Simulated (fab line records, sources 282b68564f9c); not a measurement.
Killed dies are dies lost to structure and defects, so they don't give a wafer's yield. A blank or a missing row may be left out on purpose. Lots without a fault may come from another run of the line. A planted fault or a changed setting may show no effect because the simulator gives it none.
Tool commonality check | flow rit_cmos | 14 lots, 42 wafers sampled

WHY IT WAS OPENED
At RIT_SDANNEAL_RS_MEAS_04 the reading PSD_RS is flagged on 2 of 14 lots. Wafers without a fault read 116.5 ohm/sq, standard deviation 0.31.
Rule: a lot is flagged when every wafer of it that has a number lies more than 4 standard deviations from that mean, or none has a number. The other lots count as sound.

lot  | measured    | on            | PSD_RS (ohm/sq), wafer by wafer | flag
L935 | day 3 04:25 | film_metro-01 | 116.9 116.7 116.5               |
L936 | day 3 11:23 | film_metro-02 | 116.6 116.2 116.1               |
L937 | day 3 17:02 | film_metro-01 | 116.7 116.5 117.0               |
L938 | day 3 19:23 | film_metro-04 | 116.1 116.4 115.8               |
L939 | day 4 00:01 | film_metro-04 | 117.1 116.4 116.6               |
L940 | day 4 06:56 | film_metro-04 | 116.5 117.1 116.7               |
L942 | day 4 21:22 | film_metro-01 | 117.1 116.7 116.6               |
L945 | day 5 07:43 | film_metro-02 | 116.5 116.4 116.4               |
L949 | day 6 22:12 | film_metro-02 | 128.8 128.8 128.7               | FLAGGED
L951 | day 7 02:29 | film_metro-02 | 116.8 116.5 117.1               |
L952 | day 7 02:52 | film_metro-01 | 129.0 128.7 128.5               | FLAGGED
L953 | day 7 13:43 | film_metro-01 | 116.3 116.9 116.9               |
L955 | day 7 20:38 | film_metro-04 | 116.2 116.4 116.1               |
L958 | day 8 02:02 | film_metro-02 | 116.4 116.3 116.3               |
The numbers of the flagged lots are 128.8 ohm/sq on average: +12.2 ohm/sq against the usual, or +40 standard deviations.

WHICH TOOL RAN EACH LOT
The record holds 1 process step before the reading, out of a route of 202 steps. In each cell: the tool, then ch and the chambers that the sampled wafers went through, then the start.
lot  | flag    | RIT_SDANNEAL_RTA_03
L935 |         | rtp_anneal-01 ch 0, day 3 04:22
L936 |         | rtp_anneal-02 ch 0, day 3 11:20
L937 |         | rtp_anneal-01 ch 0, day 3 16:58
L938 |         | rtp_anneal-02 ch 0, day 3 19:17
L939 |         | rtp_anneal-01 ch 0, day 3 23:58
L940 |         | rtp_anneal-02 ch 0, day 4 06:51
L942 |         | rtp_anneal-02 ch 0, day 4 21:19
L945 |         | rtp_anneal-02 ch 0, day 5 07:40
L949 | FLAGGED | rtp_anneal-01 ch 0, day 6 22:08
L951 |         | rtp_anneal-02 ch 0, day 7 02:26
L952 | FLAGGED | rtp_anneal-01 ch 0, day 7 02:48
L953 |         | rtp_anneal-02 ch 0, day 7 13:39
L955 |         | rtp_anneal-02 ch 0, day 7 20:34
L958 |         | rtp_anneal-02 ch 0, day 8 01:57
What these steps do:
- RIT_SDANNEAL_RTA_03: time 5 s.
- RIT_SDANNEAL_RS_MEAS_04: measures by four-point-probe.

FLAGGED OVER TOTAL, TOOL BY TOOL (the gauges that took the reading come last)
step                    | tool          | lots run | flagged | share of the flagged lots | sound lots run after its first flagged lot
RIT_SDANNEAL_RTA_03     | rtp_anneal-01 | 5        | 2       | all                       | 0
RIT_SDANNEAL_RTA_03     | rtp_anneal-02 | 9        | 0       | none                      | -
RIT_SDANNEAL_RS_MEAS_04 | film_metro-01 | 5        | 1       | some                      | 1 (L953)
RIT_SDANNEAL_RS_MEAS_04 | film_metro-02 | 5        | 1       | some                      | 2 (L951,L958)
RIT_SDANNEAL_RS_MEAS_04 | film_metro-04 | 4        | 0       | none                      | -

WHAT THE TABLE ALLOWS
1 row of the table ran every flagged lot: rtp_anneal-01 at RIT_SDANNEAL_RTA_03.
- rtp_anneal-01 at RIT_SDANNEAL_RTA_03: 2 of its 5 lots flagged. Its last sound lot is L939 (day 3 23:58), its first flagged lot L949 (day 6 22:08): a fault that began between those two fits.
One tool is left: rtp_anneal-01 at RIT_SDANNEAL_RTA_03.

WHAT THE SIMULATOR HAD PUT IN
Process parameter drift: rtp_anneal-01, from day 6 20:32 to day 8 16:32, at RIT_SDANNEAL_RTA_03. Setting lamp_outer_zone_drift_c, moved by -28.
Lots struck among those shown: L949, L952. The rule above found the same.
